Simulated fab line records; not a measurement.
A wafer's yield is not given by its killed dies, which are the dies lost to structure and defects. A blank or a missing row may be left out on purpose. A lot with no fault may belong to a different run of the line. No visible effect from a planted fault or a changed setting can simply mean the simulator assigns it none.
Which of the tools did it? | flow berkeley_cmos170 | at 1 step of a route of 331, 12 lots with 36 wafers sampled

== WHAT THE GAUGES READ, wafer by wafer ==
UCB170_START_BOW_MEAS_00.
lot  | measured    | on            | INCOMING_BOW (um)
L075 | day 1 15:01 | film_metro-03 | -8 1 -2
L077 | day 2 01:01 | film_metro-02 | 4 -2 -1
L079 | day 2 11:00 | film_metro-02 | -2 -1 2
L081 | day 2 21:00 | film_metro-03 | -3 -6 -3
L083 | day 3 07:01 | film_metro-01 | -7 8 -4
L085 | day 3 17:00 | film_metro-02 | 2 10 3
L087 | day 4 03:01 | film_metro-01 | 2 1 0
L089 | day 4 13:01 | film_metro-03 | 10 -9 -5
L091 | day 4 23:00 | film_metro-03 | -1 -1 -10
L093 | day 5 09:01 | film_metro-01 | -2 1 3
L095 | day 5 19:00 | film_metro-01 | 13 -7 -1
L097 | day 6 05:00 | film_metro-01 | -3 -5 -2

== TOOL THAT RAN EACH LOT (tool first, then ch and the chambers of the sampled wafers, then the start) ==
Record: no process step prior to these readings.

== THE ANSWER, worked out from the rows above alone ==
Rule: what is usual is taken from the lots themselves. Put in order of their means at a reading, lots are off if they are a third of the lots or fewer, leave a main group of 4 or more, and stand apart from it by a gap of 3 or more times the standard deviation of the main group's means; of several such gaps the widest counts. If all means in a main group match to the digits the tables above print for the reading, that group is not used. A lot without any number at a reading at which 4 lots or more have one is off too. Any other lot the step has rows for is counted as sound.
Across all readings shown, no lot is off: no conclusion can be drawn from this.

== WHAT THE SIMULATOR PUT IN ==
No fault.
